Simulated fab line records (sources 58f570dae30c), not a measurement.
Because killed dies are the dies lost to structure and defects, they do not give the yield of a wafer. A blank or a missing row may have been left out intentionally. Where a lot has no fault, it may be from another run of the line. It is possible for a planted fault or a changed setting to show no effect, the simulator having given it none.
What tool caused it? | flow berkeleyCmos170 | at 1 step of a route of 331, 7 lots with 21 wafers sampled

== WHAT THE GAUGES READ, wafer by wafer ==
UCB170_PLDD_OVL_MEAS_07.
lot  | measured     | on         | PLDD_OVL (nm)
L774 | day 7 10:50  | overlay-02 | -2 2 -1
L778 | day 8 11:13  | overlay-01 | -3 -7 -3
L779 | day 8 14:41  | overlay-02 | 2 0 -5
L786 | day 10 01:08 | overlay-02 | -10 -2 -6
L787 | day 10 06:04 | overlay-01 | -1 -7 3
L793 | day 11 07:26 | overlay-01 | 3 -5 3
L795 | day 11 20:58 | overlay-02 | 4 2 -2

== TOOL THAT RAN EACH LOT (tool first, then ch and the chambers of the sampled wafers, then the start) ==
Before these readings, the record contains no process step.

== THE ANSWER, worked out from the rows above alone ==
Rule: the usual values come from the lots themselves. The widest of any qualifying gaps counts: lots, ordered by their means at a reading, are off when they make up no more than a third of the lots, leave a main group of 4 or more, and stand apart from it by 3 or more times the standard deviation of that group's means. A main group is skipped when, at the precision printed for the reading in the tables above, its means are all equal. Also off: a lot with no number at a reading for which 4 or more lots have one. Where the step has rows for the other lots, those lots are counted as sound.
No lot is off at any reading shown: from this, nothing can be told.

== WHAT HAD BEEN PUT IN BY THE SIMULATOR ==
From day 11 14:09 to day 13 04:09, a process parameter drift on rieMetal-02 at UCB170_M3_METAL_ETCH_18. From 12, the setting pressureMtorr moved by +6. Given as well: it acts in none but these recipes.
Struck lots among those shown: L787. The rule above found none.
